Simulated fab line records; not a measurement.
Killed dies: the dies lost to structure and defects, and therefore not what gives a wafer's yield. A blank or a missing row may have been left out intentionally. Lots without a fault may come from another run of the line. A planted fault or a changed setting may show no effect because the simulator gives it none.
fab line records :: flow rit_cmos
record:
  lots: 6
  wafers: 18
  last_day: 7
route steps=202 shown GATE@93 REOX@98 NLDD@103 M1@202
lots that met no fault: taken from a fault-free run of the same line
start_h: the number of hours between the record's first day and the start of the first shown wafer of the lot :: wait_h: hours from the lot's prior step to this one :: " unchanged from the row above :: L1.1+2: a row that stands for several wafers :: - value missing, or start not given :: * or withheld: withheld :: < > ~ a bound
route shown NAME@n: NAME is a module with steps in the file, n the number in the route of the first one :: usual: mean/standard deviation of fault-free wafers :: same: alike in all rows :: chamber/n: place in a boat :: sites: readings site by site :: _std_site: the standard deviation of these :: _edge_site: inner sites' mean taken away from outer sites' mean :: radius_mm: how far each site lies from the wafer's centre :: mask NAME#n: copy n :: behind: tool/chamber where the wafer was last shaped :: hold: what put the lot on hold/how long, in hours/how the hold closed :: device: whichever transistor did not switch (one of n, p or np) :: end of line: the same wafers' tests at the end of the route :: a step with no rows: only its recipe :: killed: dies that structure and defects cost at the first sort, which is not the same as the wafer's yield :: map: shows each die of a wafer: x if killed, . if not, _ if none is there
set.NAME: the setting as run; set.NAME@STEP: as run at that earlier step :: model.NAME: the simulator's own value behind a step, which no gauge read
lots seen at some steps along the route; tables by step, rows by wafer
services: from which hour (start_h, from the record's first day; less than 0 if before it) a tool's chamber was out of use, for how many hours, and why
== steps ==
step: RIT_GATE_OVL_MEAS_17
usual:
  GATE_OVL: 0.2/1.3
lot.wafer: L994.1
tool: overlay-01
chamber: -
start_h: 37.94
wait_h: 0.1
GATE_OVL[nm]: -0.6

lot.wafer: L994.5
tool: overlay-01
chamber: -
start_h: 37.94
wait_h: 0.1
GATE_OVL[nm]: -0.4

lot.wafer: L994.6
tool: overlay-01
chamber: -
start_h: 37.94
wait_h: 0.1
GATE_OVL[nm]: 0.9

lot.wafer: L997.2
tool: overlay-01
chamber: -
start_h: 51.79
wait_h: 0.1
GATE_OVL[nm]: -0.5

lot.wafer: L997.5
tool: overlay-01
chamber: -
start_h: 51.79
wait_h: 0.1
GATE_OVL[nm]: 1.7

lot.wafer: L997.6
tool: overlay-01
chamber: -
start_h: 51.79
wait_h: 0.1
GATE_OVL[nm]: 0.7

lot.wafer: L104.2
tool: overlay-01
chamber: -
start_h: 88.02
wait_h: 0.1
GATE_OVL[nm]: 1.7

lot.wafer: L104.4
tool: overlay-01
chamber: -
start_h: 88.02
wait_h: 0.1
GATE_OVL[nm]: 0.0

lot.wafer: L104.5
tool: overlay-01
chamber: -
start_h: 88.02
wait_h: 0.1
GATE_OVL[nm]: -0.2

lot.wafer: L105.3
tool: overlay-02
chamber: -
start_h: 91.77
wait_h: 0.1
GATE_OVL[nm]: -0.1

lot.wafer: L105.4
tool: overlay-02
chamber: -
start_h: 91.77
wait_h: 0.1
GATE_OVL[nm]: 0.0

lot.wafer: L105.6
tool: overlay-02
chamber: -
start_h: 91.77
wait_h: 0.1
GATE_OVL[nm]: -0.3

lot.wafer: L113.1
tool: overlay-01
chamber: -
start_h: 133.32
wait_h: 0.1
GATE_OVL[nm]: 3.5

lot.wafer: L113.4
tool: overlay-01
chamber: -
start_h: 133.32
wait_h: 0.1
GATE_OVL[nm]: 2.8

lot.wafer: L113.5
tool: overlay-01
chamber: -
start_h: 133.32
wait_h: 0.1
GATE_OVL[nm]: 4.1

lot.wafer: L114.1
tool: overlay-02
chamber: -
start_h: 136.74
wait_h: 0.1
GATE_OVL[nm]: 0.0

lot.wafer: L114.2
tool: overlay-02
chamber: -
start_h: 136.74
wait_h: 0.1
GATE_OVL[nm]: 0.8

lot.wafer: L114.3
tool: overlay-02
chamber: -
start_h: 136.74
wait_h: 0.1
GATE_OVL[nm]: 0.4
step: RIT_GATE_HARDBAKE_18
recipe:
  resist: NOVOLAK
  temp_c: 140
  time_s: 60
step: RIT_GATE_ETCH_19
recipe:
  chemistry: SF6/CHF3/O2
  time_s: 165
  SF6_flow_sccm: 30
  CHF3_flow_sccm: 30
  O2_flow_sccm: 5
  target: poly-Si
  pressure_mtorr: 40
  rf_w: 160
  target_depth_a: 3125
  over_etch_frac: 0.25
  stop_on: SiO2
usual:
  drypump_motor_current_A: 5.8/0.45
  oes_product_au: 0.851/0.012
  throttle_valve_pct: 10.26/0.12
lot.wafer: L994.1
tool: rie_si-01
chamber: 0
start_h: 38.13
wait_h: 0.1
drypump_motor_current_A: 6.4
oes_product_au: 0.850
rf_hours_counter_h: 2
throttle_valve_pct: 10.27

lot.wafer: L994.5
tool: rie_si-01
chamber: 3
start_h: 38.13
wait_h: 0.1
drypump_motor_current_A: 6.3
oes_product_au: 0.837
rf_hours_counter_h: -
throttle_valve_pct: 10.17

lot.wafer: L994.6
tool: rie_si-01
chamber: 0
start_h: 38.13
wait_h: 0.1
drypump_motor_current_A: 6.4
oes_product_au: 0.850
rf_hours_counter_h: -
throttle_valve_pct: 10.26

lot.wafer: L997.2
tool: rie_si-02
chamber: 1
start_h: 51.97
wait_h: 0.1
drypump_motor_current_A: 5.2
oes_product_au: 0.839
rf_hours_counter_h: 155
throttle_valve_pct: 10.49

lot.wafer: L997.5
tool: rie_si-02
chamber: 1
start_h: 51.97
wait_h: 0.1
drypump_motor_current_A: 5.3
oes_product_au: 0.839
rf_hours_counter_h: -
throttle_valve_pct: 10.49

lot.wafer: L997.6
tool: rie_si-02
chamber: 2
start_h: 51.97
wait_h: 0.1
drypump_motor_current_A: 5.8
oes_product_au: 0.842
rf_hours_counter_h: -
throttle_valve_pct: 10.29

lot.wafer: L104.2
tool: rie_si-01
chamber: 1
start_h: 88.20
wait_h: 0.1
drypump_motor_current_A: 6.2
oes_product_au: 0.861
rf_hours_counter_h: 57
throttle_valve_pct: 10.02

lot.wafer: L104.4
tool: rie_si-01
chamber: 3
start_h: 88.20
wait_h: 0.1
drypump_motor_current_A: 6.3
oes_product_au: 0.849
rf_hours_counter_h: 116
throttle_valve_pct: 10.18

lot.wafer: L104.5
tool: rie_si-01
chamber: 3
start_h: 88.20
wait_h: 0.1
drypump_motor_current_A: 6.2
oes_product_au: 0.846
rf_hours_counter_h: -
throttle_valve_pct: 10.18

lot.wafer: L105.3
tool: rie_si-02
chamber: 0
start_h: 92.16
wait_h: 0.1
drypump_motor_current_A: 5.1
oes_product_au: 0.846
rf_hours_counter_h: 152
throttle_valve_pct: 10.28

lot.wafer: L105.4
tool: rie_si-02
chamber: 0
start_h: 92.16
wait_h: 0.1
drypump_motor_current_A: 5.1
oes_product_au: 0.855
rf_hours_counter_h: -
throttle_valve_pct: 10.28

lot.wafer: L105.6
tool: rie_si-02
chamber: 3
start_h: 92.16
wait_h: 0.1
drypump_motor_current_A: 5.4
oes_product_au: 0.859
rf_hours_counter_h: -
throttle_valve_pct: 10.28

lot.wafer: L113.1
tool: rie_si-02
chamber: 0
start_h: 133.50
wait_h: 0.1
drypump_motor_current_A: 5.0
oes_product_au: 0.827
rf_hours_counter_h: 0
throttle_valve_pct: 10.29

lot.wafer: L113.4
tool: rie_si-02
chamber: 2
start_h: 133.50
wait_h: 0.1
drypump_motor_current_A: 5.8
oes_product_au: 0.829
rf_hours_counter_h: 2
throttle_valve_pct: 10.30

lot.wafer: L113.5
tool: rie_si-02
chamber: 2
start_h: 133.50
wait_h: 0.1
drypump_motor_current_A: 5.9
oes_product_au: 0.838
rf_hours_counter_h: -
throttle_valve_pct: 10.28

lot.wafer: L114.1
tool: rie_si-01
chamber: 3
start_h: 136.93
wait_h: 0.1
drypump_motor_current_A: 6.2
oes_product_au: 0.859
rf_hours_counter_h: 117
throttle_valve_pct: 10.16

lot.wafer: L114.2
tool: rie_si-01
chamber: 1
start_h: 136.93
wait_h: 0.1
drypump_motor_current_A: 6.1
oes_product_au: 0.874
rf_hours_counter_h: 57
throttle_valve_pct: 10.04

lot.wafer: L114.3
tool: rie_si-01
chamber: 0
start_h: 136.93
wait_h: 0.1
drypump_motor_current_A: 6.4
oes_product_au: 0.860
rf_hours_counter_h: 2
throttle_valve_pct: 10.27
step: RIT_GATE_STRIP_20
recipe:
  chemistry: O2
  time_s: 180
  resist: NOVOLAK
  platen_temp_c: withheld
  power_w: 500
  pressure_mtorr: 4000
  o2_flow_sccm: 4000
usual:
  drypump_motor_current_A: 5.9/0.49
  o2_flow_sccm: 4001/12
lot.wafer: L994.1
tool: plasma_asher-01
chamber: 0
start_h: 38.23
wait_h: 0.1
drypump_motor_current_A: 6.3
o2_flow_sccm: 4013
rf_hours_counter_h: 36

lot.wafer: L994.5
tool: plasma_asher-01
chamber: 0
start_h: 38.23
wait_h: 0.1
drypump_motor_current_A: 6.3
o2_flow_sccm: 4004
rf_hours_counter_h: -

lot.wafer: L994.6
tool: plasma_asher-01
chamber: 1
start_h: 38.23
wait_h: 0.1
drypump_motor_current_A: 6.1
o2_flow_sccm: 4004
rf_hours_counter_h: -

lot.wafer: L997.2
tool: plasma_asher-01
chamber: 1
start_h: 52.07
wait_h: 0.1
drypump_motor_current_A: 6.1
o2_flow_sccm: 3982
rf_hours_counter_h: 38

lot.wafer: L997.5
tool: plasma_asher-01
chamber: 0
start_h: 52.07
wait_h: 0.1
drypump_motor_current_A: 6.3
o2_flow_sccm: 3999
rf_hours_counter_h: -

lot.wafer: L997.6
tool: plasma_asher-01
chamber: 1
start_h: 52.07
wait_h: 0.1
drypump_motor_current_A: 6.0
o2_flow_sccm: 3978
rf_hours_counter_h: -

lot.wafer: L104.2
tool: plasma_asher-04
chamber: 1
start_h: 88.31
wait_h: 0.1
drypump_motor_current_A: 6.2
o2_flow_sccm: 3998
rf_hours_counter_h: 45

lot.wafer: L104.4
tool: plasma_asher-04
chamber: 0
start_h: 88.31
wait_h: 0.1
drypump_motor_current_A: 5.0
o2_flow_sccm: 4018
rf_hours_counter_h: -

lot.wafer: L104.5
tool: plasma_asher-04
chamber: 0
start_h: 88.31
wait_h: 0.1
drypump_motor_current_A: 5.0
o2_flow_sccm: 4024
rf_hours_counter_h: -

lot.wafer: L105.3
tool: plasma_asher-03
chamber: 0
start_h: 92.32
wait_h: 0.1
drypump_motor_current_A: 5.8
o2_flow_sccm: 4008
rf_hours_counter_h: -

lot.wafer: L105.4
tool: plasma_asher-03
chamber: 1
start_h: 92.32
wait_h: 0.1
drypump_motor_current_A: 6.1
o2_flow_sccm: 4005
rf_hours_counter_h: -

lot.wafer: L105.6
tool: plasma_asher-03
chamber: 0
start_h: 92.32
wait_h: 0.1
drypump_motor_current_A: 5.9
o2_flow_sccm: 3997
rf_hours_counter_h: -

lot.wafer: L113.1
tool: plasma_asher-03
chamber: 0
start_h: 133.61
wait_h: 0.1
drypump_motor_current_A: 5.9
o2_flow_sccm: 4003
rf_hours_counter_h: 51

lot.wafer: L113.4
tool: plasma_asher-03
chamber: 0
start_h: 133.61
wait_h: 0.1
drypump_motor_current_A: 5.8
o2_flow_sccm: 3984
rf_hours_counter_h: -

lot.wafer: L113.5
tool: plasma_asher-03
chamber: 0
start_h: 133.61
wait_h: 0.1
drypump_motor_current_A: 5.9
o2_flow_sccm: 3976
rf_hours_counter_h: -

lot.wafer: L114.1
tool: plasma_asher-03
chamber: 1
start_h: 137.04
wait_h: 0.1
drypump_motor_current_A: 6.0
o2_flow_sccm: 4008
rf_hours_counter_h: 51

lot.wafer: L114.2
tool: plasma_asher-03
chamber: 0
start_h: 137.04
wait_h: 0.1
drypump_motor_current_A: 5.9
o2_flow_sccm: 3988
rf_hours_counter_h: 51

lot.wafer: L114.3
tool: plasma_asher-03
chamber: 1
start_h: 137.04
wait_h: 0.1
drypump_motor_current_A: 6.1
o2_flow_sccm: 4017
rf_hours_counter_h: -
step: RIT_GATE_CD_MEAS_90
recipe:
  target_cd_nm: 150
usual:
  cd_nm: 151.1/2.6
lot.wafer: L994.1
tool: cd_sem-01
chamber: -
start_h: 38.41
wait_h: 0.1
cd_nm: 149.4

lot.wafer: L994.5
tool: cd_sem-01
chamber: -
start_h: 38.41
wait_h: 0.1
cd_nm: 148.4

lot.wafer: L994.6
tool: cd_sem-01
chamber: -
start_h: 38.41
wait_h: 0.1
cd_nm: 151.5

lot.wafer: L997.2
tool: cd_sem-01
chamber: -
start_h: 52.27
wait_h: 0.1
cd_nm: 150.6

lot.wafer: L997.5
tool: cd_sem-01
chamber: -
start_h: 52.27
wait_h: 0.1
cd_nm: 148.4

lot.wafer: L997.6
tool: cd_sem-01
chamber: -
start_h: 52.27
wait_h: 0.1
cd_nm: 149.0

lot.wafer: L104.2
tool: cd_sem-02
chamber: -
start_h: 88.50
wait_h: 0.1
cd_nm: 150.3

lot.wafer: L104.4
tool: cd_sem-02
chamber: -
start_h: 88.50
wait_h: 0.1
cd_nm: 149.2

lot.wafer: L104.5
tool: cd_sem-02
chamber: -
start_h: 88.50
wait_h: 0.1
cd_nm: 150.0

lot.wafer: L105.3
tool: cd_sem-02
chamber: -
start_h: 92.48
wait_h: 0.1
cd_nm: 150.3

lot.wafer: L105.4
tool: cd_sem-02
chamber: -
start_h: 92.48
wait_h: 0.1
cd_nm: 151.0

lot.wafer: L105.6
tool: cd_sem-02
chamber: -
start_h: 92.48
wait_h: 0.1
cd_nm: 148.4

lot.wafer: L113.1
tool: cd_sem-02
chamber: -
start_h: 133.79
wait_h: 0.1
cd_nm: 154.7

lot.wafer: L113.4
tool: cd_sem-02
chamber: -
start_h: 133.79
wait_h: 0.1
cd_nm: 155.1

lot.wafer: L113.5
tool: cd_sem-02
chamber: -
start_h: 133.79
wait_h: 0.1
cd_nm: 154.9

lot.wafer: L114.1
tool: cd_sem-02
chamber: -
start_h: 137.21
wait_h: 0.1
cd_nm: 147.9

lot.wafer: L114.2
tool: cd_sem-02
chamber: -
start_h: 137.21
wait_h: 0.1
cd_nm: 149.4

lot.wafer: L114.3
tool: cd_sem-02
chamber: -
start_h: 137.21
wait_h: 0.1
cd_nm: 147.1
step: RIT_REOX_CLEAN_00
recipe:
  chemistry: SC1
  mix: 3:3:50
  time_s: 600
  temp_c: 75
step: RIT_REOX_CLEAN_01
recipe:
  chemistry: dHF
  dilution: 50:1
  time_s: 30
step: RIT_REOX_CLEAN_02
recipe:
  chemistry: SC2
  mix: 3:3:50
  time_s: 600
  temp_c: 75
  dry: n2_spin
step: RIT_REOX_OXIDATION_03
recipe:
  temp_c: 900
  ambient: O2
  target_thk_a: 252
  ox_time_s: 5580
step: RIT_REOX_THK_MEAS_04
recipe:
  reads: SiO2_of_REOX_OXIDATION_03
usual:
  REOX_OXIDE_THK: 25.4/0.43
lot.wafer: L994.1
tool: film_metro-03
chamber: -
start_h: 41.46
wait_h: 0.0
REOX_OXIDE_THK[nm]: 25.1

lot.wafer: L994.5
tool: film_metro-03
chamber: -
start_h: 41.46
wait_h: 0.0
REOX_OXIDE_THK[nm]: 25.2

lot.wafer: L994.6
tool: film_metro-03
chamber: -
start_h: 41.46
wait_h: 0.0
REOX_OXIDE_THK[nm]: 25.4

lot.wafer: L997.2
tool: film_metro-02
chamber: -
start_h: 55.31
wait_h: 0.0
REOX_OXIDE_THK[nm]: 25.6

lot.wafer: L997.5
tool: film_metro-02
chamber: -
start_h: 55.31
wait_h: 0.0
REOX_OXIDE_THK[nm]: 25.3

lot.wafer: L997.6
tool: film_metro-02
chamber: -
start_h: 55.31
wait_h: 0.0
REOX_OXIDE_THK[nm]: 25.4

lot.wafer: L104.2
tool: film_metro-01
chamber: -
start_h: 91.61
wait_h: 0.0
REOX_OXIDE_THK[nm]: 25.4

lot.wafer: L104.4
tool: film_metro-01
chamber: -
start_h: 91.61
wait_h: 0.0
REOX_OXIDE_THK[nm]: 25.1

lot.wafer: L104.5
tool: film_metro-01
chamber: -
start_h: 91.61
wait_h: 0.0
REOX_OXIDE_THK[nm]: 25.1

lot.wafer: L105.3
tool: film_metro-02
chamber: -
start_h: 96.46
wait_h: 0.0
REOX_OXIDE_THK[nm]: 25.1

lot.wafer: L105.4
tool: film_metro-02
chamber: -
start_h: 96.46
wait_h: 0.0
REOX_OXIDE_THK[nm]: 24.7

lot.wafer: L105.6
tool: film_metro-02
chamber: -
start_h: 96.46
wait_h: 0.0
REOX_OXIDE_THK[nm]: 25.7

lot.wafer: L113.1
tool: film_metro-01
chamber: -
start_h: 136.82
wait_h: 0.0
REOX_OXIDE_THK[nm]: 25.1

lot.wafer: L113.4
tool: film_metro-01
chamber: -
start_h: 136.82
wait_h: 0.0
REOX_OXIDE_THK[nm]: 24.5

lot.wafer: L113.5
tool: film_metro-01
chamber: -
start_h: 136.82
wait_h: 0.0
REOX_OXIDE_THK[nm]: 25.2

lot.wafer: L114.1
tool: film_metro-02
chamber: -
start_h: 140.51
wait_h: 0.0
REOX_OXIDE_THK[nm]: 25.4

lot.wafer: L114.2
tool: film_metro-02
chamber: -
start_h: 140.51
wait_h: 0.0
REOX_OXIDE_THK[nm]: 25.8

lot.wafer: L114.3
tool: film_metro-02
chamber: -
start_h: 140.51
wait_h: 0.0
REOX_OXIDE_THK[nm]: 25.5
step: RIT_NLDD_HMDS_00
recipe:
  prime_time_s: 60
  prime_temp_c: 140
step: RIT_NLDD_COAT_01
recipe:
  resist: NOVOLAK
  spin_rpm: 3250
  resist_thk_nm: 1000
step: RIT_NLDD_SOFTBAKE_02
recipe:
  resist: NOVOLAK
  temp_c: 90
  time_s: 60
usual:
  heater_power_total_W: 34.57/0.049
  plate_temp_C: 89.99/0.11
lot.wafer: L994.1
tool: litho_track-03
chamber: 0
start_h: 41.82
wait_h: 0.1
heater_power_total_W: 34.49
plate_temp_C: 90.29

lot.wafer: L994.5
tool: litho_track-03
chamber: 0
start_h: 41.82
wait_h: 0.1
heater_power_total_W: 34.59
plate_temp_C: 90.12

lot.wafer: L994.6
tool: litho_track-03
chamber: 0
start_h: 41.82
wait_h: 0.1
heater_power_total_W: 34.57
plate_temp_C: 90.14

lot.wafer: L997.2
tool: litho_track-01
chamber: 0
start_h: 55.69
wait_h: 0.1
heater_power_total_W: 34.61
plate_temp_C: 90.13

lot.wafer: L997.5
tool: litho_track-01
chamber: 0
start_h: 55.69
wait_h: 0.1
heater_power_total_W: 34.65
plate_temp_C: 90.00

lot.wafer: L997.6
tool: litho_track-01
chamber: 0
start_h: 55.69
wait_h: 0.1
heater_power_total_W: 34.57
plate_temp_C: 89.95

lot.wafer: L104.2
tool: litho_track-01
chamber: 0
start_h: 91.99
wait_h: 0.1
heater_power_total_W: 34.99
plate_temp_C: 90.74

lot.wafer: L104.4
tool: litho_track-01
chamber: 0
start_h: 91.99
wait_h: 0.1
heater_power_total_W: 34.94
plate_temp_C: 90.68

lot.wafer: L104.5
tool: litho_track-01
chamber: 0
start_h: 91.99
wait_h: 0.1
heater_power_total_W: 34.94
plate_temp_C: 90.65

lot.wafer: L105.3
tool: litho_track-01
chamber: 0
start_h: 96.85
wait_h: 0.1
heater_power_total_W: 35.05
plate_temp_C: 90.65

lot.wafer: L105.4
tool: litho_track-01
chamber: 0
start_h: 96.85
wait_h: 0.1
heater_power_total_W: 34.94
plate_temp_C: 90.76

lot.wafer: L105.6
tool: litho_track-01
chamber: 0
start_h: 96.85
wait_h: 0.1
heater_power_total_W: 34.92
plate_temp_C: 90.86

lot.wafer: L113.1
tool: litho_track-03
chamber: 0
start_h: 137.31
wait_h: 0.1
heater_power_total_W: 34.63
plate_temp_C: 89.92

lot.wafer: L113.4
tool: litho_track-03
chamber: 0
start_h: 137.31
wait_h: 0.1
heater_power_total_W: 34.58
plate_temp_C: 90.00

lot.wafer: L113.5
tool: litho_track-03
chamber: 0
start_h: 137.31
wait_h: 0.1
heater_power_total_W: 34.56
plate_temp_C: 89.74

lot.wafer: L114.1
tool: litho_track-03
chamber: 0
start_h: 140.87
wait_h: 0.1
heater_power_total_W: 34.57
plate_temp_C: 89.81

lot.wafer: L114.2
tool: litho_track-03
chamber: 0
start_h: 140.87
wait_h: 0.1
heater_power_total_W: 34.63
plate_temp_C: 89.85

lot.wafer: L114.3
tool: litho_track-03
chamber: 0
start_h: 140.87
wait_h: 0.1
heater_power_total_W: 34.62
plate_temp_C: 89.97
step: RIT_NLDD_EXPOSE_03
recipe:
  mask_id: M7
  na: 0.57
  target_cd_nm: 40700
  dose_mj: 250
step: RIT_M1_PROBE_99
usual:
  killed_at_contacts: 0.1/0.24
  killed_at_front_end: 7/3.1
  killed_dies: 7/3.1
  killed_open: 3.6/2.1
  killed_short: 3.2/2
same:
  gross_dies: 264
  killed_at_M0_to_M3: 0
  killed_at_M4_up: 0
  killed_at_back_side: 0
  killed_at_other: 0
lot.wafer: L994.1
tool: prober-02
chamber: -
start_h: 57.93
wait_h: 0.1
killed_at_contacts: 0
killed_at_front_end: 4
killed_dies: 4
killed_open: 2
killed_short: 2

lot.wafer: L994.5
tool: prober-02
chamber: -
start_h: 58.13
wait_h: 0.2
killed_at_contacts: 0
killed_at_front_end: 5
killed_dies: 5
killed_open: 4
killed_short: 1

lot.wafer: L994.6
tool: prober-02
chamber: -
start_h: 58.18
wait_h: 0.2
killed_at_contacts: 0
killed_at_front_end: 8
killed_dies: 8
killed_open: 3
killed_short: 5

lot.wafer: L997.2
tool: prober-01
chamber: -
start_h: 72.08
wait_h: 0.1
killed_at_contacts: 1
killed_at_front_end: 7
killed_dies: 8
killed_open: 6
killed_short: 2

lot.wafer: L997.5
tool: prober-01
chamber: -
start_h: 72.23
wait_h: 0.2
killed_at_contacts: 0
killed_at_front_end: 10
killed_dies: 10
killed_open: 7
killed_short: 3

lot.wafer: L997.6
tool: prober-01
chamber: -
start_h: 72.28
wait_h: 0.2
killed_at_contacts: 0
killed_at_front_end: 8
killed_dies: 8
killed_open: 2
killed_short: 6
killed by level:class
L994.1 REOX:geometric_particle:short=1 SPACER:geometric_particle:open=1 SPACER:geometric_particle:short=1 SILICIDE:geometric_particle:open=1
L994.5 FOX1:geometric_particle:open=1 FOX2:geometric_particle:open=1 GATE:geometric_particle:short=1 GATE:geometric_particle:open=1 SILICIDE:geometric_particle:open=1
L994.6 FOX1:geometric_particle:short=2 GATE:geometric_particle:open=2 GATE:geometric_particle:short=1 REOX:geometric_particle:open=1 REOX:geometric_particle:short=1 SPACER:geometric_particle:short=1
L997.2 FOX1:geometric_particle:open=2 GATE:geometric_particle:open=2 REOX:geometric_particle:open=1 REOX:geometric_particle:short=1 SPACER:geometric_particle:open=1 CONTACT:geometric_particle:short=1
L997.5 FOX1:geometric_particle:open=3 GATE:geometric_particle:open=3 FOX1:geometric_particle:short=2 REOX:geometric_particle:short=1 SPACER:geometric_particle:open=1
L997.6 FOX1:geometric_particle:short=2 GATE:geometric_particle:short=2 FOX1:geometric_particle:open=1 SPACER:geometric_particle:short=1 SPACER:geometric_particle:open=1 SILICIDE:geometric_particle:short=1
== services ==
tool: plasma_asher-03
chamber: -
start_h: 45.88
hours: 4.0
kind: pm

tool: rie_si-02
chamber: -
start_h: 69.16
hours: 2.8
kind: pm

tool: rie_si-01
chamber: 1
start_h: 69.78
hours: 8.5
kind: repair

tool: rie_si-02
chamber: 1
start_h: 86.79
hours: -
kind: clean

tool: rie_si-02
chamber: 1
start_h: 86.79
hours: 19.3
kind: scheduled_down

tool: rie_si-02
chamber: 1
start_h: 86.79
hours: 19.3
kind: vent_cycle

tool: rie_si-02
chamber: 0
start_h: 106.06
hours: -
kind: clean

tool: rie_si-02
chamber: 0
start_h: 106.06
hours: 17.5
kind: scheduled_down

tool: rie_si-02
chamber: 0
start_h: 106.06
hours: 17.5
kind: vent_cycle

tool: plasma_asher-03
chamber: -
start_h: 108.71
hours: 1.9
kind: repair

tool: plasma_asher-01
chamber: -
start_h: 108.75
hours: 9.0
kind: pm

tool: plasma_asher-01
chamber: 0
start_h: 108.75
hours: 9.0
kind: vent_cycle

tool: plasma_asher-01
chamber: 1
start_h: 108.75
hours: 9.0
kind: vent_cycle

tool: plasma_asher-01
chamber: -
start_h: 115.26
hours: 0.9
kind: repair

tool: plasma_asher-01
chamber: 0
start_h: 117.75
hours: -
kind: clean

tool: plasma_asher-01
chamber: 1
start_h: 117.75
hours: -
kind: clean

tool: plasma_asher-03
chamber: -
start_h: 130.36
hours: 2.8
kind: pm
== key ==
first_sign:
  step: RIT_NLDD_SOFTBAKE_02
  reading: heater_power_total_W
  direction: up
  sigmas: 8
  usual: 34.57
  struck: 34.96
effect:
  step: RIT_NLDD_SOFTBAKE_02
  reading: plate_temp_C
  direction: up
  sigmas: 6.8
  usual: *
  struck: *
met_at RIT_NLDD_SOFTBAKE_02
struck_wafers L104.2,L104.4,L104.5,L105.3,L105.4,L105.6
tester_left_out L104,L105
onset_between 55.69 91.99
fault:
  kind: process_parameter_drift
  tool: litho_track-01
  chamber: -
  onset_h: 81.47
  steps: RIT_NLDD_SOFTBAKE_02
  channel: temp_c
  offset: *
  shape: step
  end_h: 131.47
  acts_in: *
  stated: *
tester_left_out: of these lots the tester's yield and bins aren't shown, on N5 and GAA mostly nor the transistor test; their killed dies are dies lost to structure and defects alone, not to doping, threshold or leakage, so they don't give the yield
